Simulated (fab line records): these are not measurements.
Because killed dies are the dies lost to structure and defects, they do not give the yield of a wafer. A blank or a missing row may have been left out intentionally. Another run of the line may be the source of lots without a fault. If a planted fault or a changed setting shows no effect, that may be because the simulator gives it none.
Problem report, 8D (eight disciplines) form, completed by code ; flow berkeley_cmos170 ; the parts of the form that need people (team, actions taken, sign-off) are left out

## 1. WHAT WENT WRONG
chamber_pressure_mTorr at UCB170_PSD_STRIP_09 reads a mean of 2800 mTorr on 2 wafers of 2 lots; wafers without a fault read 3500 mTorr with a standard deviation of 3.2. That is -99 or more standard deviations from the usual mean.
The step: strips in O2.
Seen first at day 10 22:31 on plasma_asher-01, wafer L656.3. The record has a number at this step for 38 wafers belonging to 14 lots. By rule, "out" or "out of limits" means more than 4 standard deviations away from the usual mean. Any other wafer with a number is counted as sound.

## 2. WHAT IT IS AND WHAT IT IS NOT
question;is;is not
which readings at this step;chamber_pressure_mTorr;drypump_motor_current_A, oes_product_au, strip_time_to_endpoint_s
which lots;L656, L657;L636, L640, L641, L642, L644, L646, L648, L649, L651, L652, L658, L659
which wafers of those lots;all that have a number;-
read on which tools;plasma_asher-01;plasma_asher-02, plasma_asher-04
when;from day 10 22:31;"up to then (33 sound wafers); but 3 sound wafers of L659 came after"

## 3. WHAT RULES OUT EACH SUSPECT
Counting: a tool at a process step up to the reading stays a suspect if it ran every lot that is out and no sound lot after the first of them.
- plasma_asher-01 at UCB170_PSD_STRIP_09 (strips in O2): kept. It processed each lot that is out, first L656 at day 10 22:31, and no sound lot thereafter; up to then, the last sound lot it processed was L652 at day 10 01:25. Its own chamber_pressure_mTorr readings are out on those wafers.
Remaining after the count: plasma_asher-01 at UCB170_PSD_STRIP_09.

## 4. THE CAUSE (what the simulator had put in)
plasma_asher-01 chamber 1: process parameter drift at UCB170_PSD_STRIP_09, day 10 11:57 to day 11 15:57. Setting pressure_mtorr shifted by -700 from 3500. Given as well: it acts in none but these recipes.
Counting left only this tool.

## 5. SEQUENCE OF EFFECTS, ordered by route
One row per reading whose mean, taken over the struck wafers that have a number, lies over 3 standard deviations from the usual. Only readings for which the record gives a usual standard deviation are gone through. hours: the time from each lot's start at the first step in this table that gives one to its start at this step, as a median over the lots. sigmas: the change in usual standard deviations.
hours;step;reading;usual;on struck wafers;change;sigmas
0;UCB170_PSD_STRIP_09;chamber_pressure_mTorr;3500 mTorr;2800;-700;-99 or more
It contains these process steps:
- UCB170_PSD_STRIP_09: strips in O2.

## 6. WHAT WOULD HAVE CAUGHT IT SOONER
In this record the first reading out of limits was taken at day 10 22:31, 11 hours after the fault began at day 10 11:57.
